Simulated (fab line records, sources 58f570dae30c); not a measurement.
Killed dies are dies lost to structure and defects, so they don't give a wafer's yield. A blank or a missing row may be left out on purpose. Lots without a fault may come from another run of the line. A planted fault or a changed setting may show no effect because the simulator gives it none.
A struck lot beside a sound one | flow berkeley_cmos170 | 15 steps out of a route of 331
Sound: wafers L816.1, L816.2, L816.3. Struck: wafers L821.1, L821.2, L821.5. The cause comes at the end.
At each step with rows: each side's tool, then ch and its chambers, then its first start. Under that, the readings that differ: sound wafers | struck wafers | difference of the means | sigmas: that difference in standard deviations of wafers without a fault.
alike: readings whose means differ by less than 2 such deviations, and words and numbers that are the same on both sides. not compared: withheld readings, readings that some wafer has no value for, bounds like >300 that may hide the same value, and numbers for which the record gives no deviation and whose values overlap.
The two part at a step that has a row with sigmas, a row that says differs or no value, or rows on one side only. Numbers that don't overlap but have no deviation are shown without sigmas and don't part them. A reading that every wafer of one side lacks parts them only if that side has two wafers or more.

UCB170_M1_METAL_ETCH_12: etches Al in Cl2/BCl3, stops on PSG, target depth 780 nm, time 130 s.
  sound on rie_metal-04 ch 0, day 8 18:15; struck on rie_metal-03 ch 0,1, day 9 17:38
  alike: drypump_motor_current_A, oes_product_au, throttle_valve_pct
  not compared: rf_hours_counter_h
UCB170_M1_STRIP_13: strips in O2.
  sound on plasma_asher-01 ch 0,1, day 8 18:31; struck on plasma_asher-04 ch 0,1, day 9 17:46
  alike: drypump_motor_current_A, oes_product_au
  not compared: rf_hours_counter_h
UCB170_M1_CD_MEAS_90: target cd 700 nm.
  sound on cd_sem-01, day 8 18:37; struck on cd_sem-01, day 9 17:52
  alike: cd_nm
then, 1 step without rows for these wafers: UCB170_M1_ANNEAL_14 (time 1200 s).
UCB170_V1_CVD_00: deposits SiO2 from TEOS/O2, target thk 2000 nm, time 250 s.
  sound on pecvd-02 ch 0,1,2, day 8 20:44; struck on pecvd-01 ch 0,1, day 9 20:16
  alike: heater_power_w
  not compared: since_wet_clean_h
UCB170_V1_THK_MEAS_01:
  sound on film_metro-01, day 8 20:53; struck on film_metro-01, day 9 20:26
  alike: V1_TEOS_THK
UCB170_V1_CMP_02: polishes SiO2.
  sound on cmp-01 ch 0,1,3, day 8 20:57; struck on cmp-01 ch 0,2,3, day 9 20:29
  alike: motor_current_A, platen_rpm
UCB170_V1_BOW_MEAS_03:
  sound on film_metro-04, day 8 21:15; struck on film_metro-02, day 9 20:47
  alike: V1_BOW
UCB170_V1_THK_MEAS_04:
  sound on film_metro-04, day 8 21:22; struck on film_metro-02, day 9 20:55
  alike: V1_POLISHED_THK
then, 3 steps without rows for these wafers: UCB170_V1_CLEAN_05 (cleans in DIW); UCB170_V1_HMDS_06 (prime time 60 s); UCB170_V1_COAT_07 (resist thk 900 nm).
UCB170_V1_SOFTBAKE_08: time 60 s.
  sound on litho_track-02 ch 0, day 8 22:19; struck on litho_track-02 ch 0, day 9 21:44
  reading                  | sound                | struck            | difference                    | sigmas
  heater_power_total_W (W) | 56.77 56.87 56.77    | 60.79 60.80 60.71 | +3.96                         | +78
  plate_temp_C (C)         | 129.81 129.95 129.93 | - - -             | no value on the struck wafers |
  run_length_s (s)         | 89.18 89.36 89.32    | 76.85 76.78 77.15 | -12.36                        | -56
then, 1 step without rows for these wafers: UCB170_V1_EXPOSE_09 (exposes mask VIA1, target cd 700 nm).
UCB170_M3_PROBE_99:
  the record has rows for the sound wafers here (prober-02, day 9 12:28) and none for the struck ones

WHERE THEY PART
First at UCB170_V1_SOFTBAKE_08; last, within this record, at UCB170_M3_PROBE_99.

WHY: what the simulator had put in
Process parameter drift: litho_track-02, from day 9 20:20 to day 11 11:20, at UCB170_V1_SOFTBAKE_08. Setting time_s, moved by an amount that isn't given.
